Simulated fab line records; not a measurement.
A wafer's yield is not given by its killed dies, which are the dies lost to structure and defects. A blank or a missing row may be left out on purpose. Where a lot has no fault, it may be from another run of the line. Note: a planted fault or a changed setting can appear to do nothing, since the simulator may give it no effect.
Struck lot and sound lot, side by side ; flow rit-cmos ; 15 steps out of a route of 202
Sound: wafers L152.2, L152.3, L152.6. Wafers L159.2, L159.5, L159.6 were the ones struck. Last of all comes the cause.
Order at every step that has rows: each side's tool, ch and its chambers, its first start. Under that, the readings that differ: sound wafers ; struck wafers ; difference of the means ; sigmas: that difference in standard deviations of wafers without a fault.
alike: readings whose means differ by less than 2 such deviations, and words and numbers that are the same on both sides. not compared: withheld readings, readings that some wafer has no value for, bounds like >300 that may hide the same value, and numbers for which the record gives no deviation and whose values overlap.
Wherever a step has rows on one side only, a row that says differs or no value, or a row with sigmas, the two part there. Numbers that have no deviation but don't overlap get no sigmas and don't part them. A reading missing from all wafers of one side parts the sides only when that side holds two or more wafers.

first, 1 step without rows for these wafers: RIT_FOX2_OXIDATION_00 (target thk 350.7 nm, ox time 1130 s).
RIT_FOX2_THK_MEAS_01:
  sound: film-metro-02 at day 2 09:29; struck: film-metro-01 at day 3 21:41
  alike: FOX2_OXIDE_THK
then, 2 steps without rows for these wafers: RIT_FOX2_CLEAN_02 (cleans in dHF, time 180 s); RIT_FOX2_WET_ETCH_03 (etches Si3N4 in H3PO4, target depth 195 nm, time 2700 s).
RIT_FOX2_THK_MEAS_90:
  sound: film-metro-03 at day 2 10:26; struck: film-metro-03 at day 3 22:34
  alike: FIELD_OXIDE_LEFT_1_THK
then, 6 steps without rows for these wafers: RIT_NWELL_HMDS_00 (prime time 60 s); RIT_NWELL_COAT_01 (resist thk 1300 nm); RIT_NWELL_SOFTBAKE_02 (time 60 s); RIT_NWELL_EXPOSE_03 (exposes mask M2, target cd 43900 nm); RIT_NWELL_PEB_04; RIT_NWELL_DEVELOP_05 (develop time 68 s).
RIT_NWELL_OVL_MEAS_06:
  sound: overlay-01 at day 2 11:30; struck: overlay-01 at day 3 23:41
  alike: NWELL_OVL
RIT_NWELL_HARDBAKE_07: time 120 s.
  sound on litho-track-02 ch 0, day 2 11:34; struck on litho-track-02 ch 0, day 3 23:46
reading;sound;struck;difference;sigmas
heater-power-total-W (W);52.06 52.00 51.97;52.66 52.59 52.63;+0.62;+10
plate-temp-C (C);140.28 140.08 140.07;141.59 141.21 141.51;+1.29;+8
  alike: resist-line-temp-C
after that, 1 step had no rows for these wafers: RIT_NWELL_IMPLANT_08.
RIT_M1_PROBE_99:
  sound: prober-01 at day 4 01:04; struck: prober-01 at day 5 12:34
  alike: killed-at-contacts, killed-at-front-end, killed-dies, killed-on-rim, killed-open, killed-short

== WHERE THEY PART ==
Only at RIT_NWELL_HARDBAKE_07, as far as this record shows. Later steps at which nothing parts them and some readings are alike: RIT_M1_PROBE_99.

WHY: what had been put in by the simulator
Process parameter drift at RIT_NWELL_HARDBAKE_07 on litho-track-02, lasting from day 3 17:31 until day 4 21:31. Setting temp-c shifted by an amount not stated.
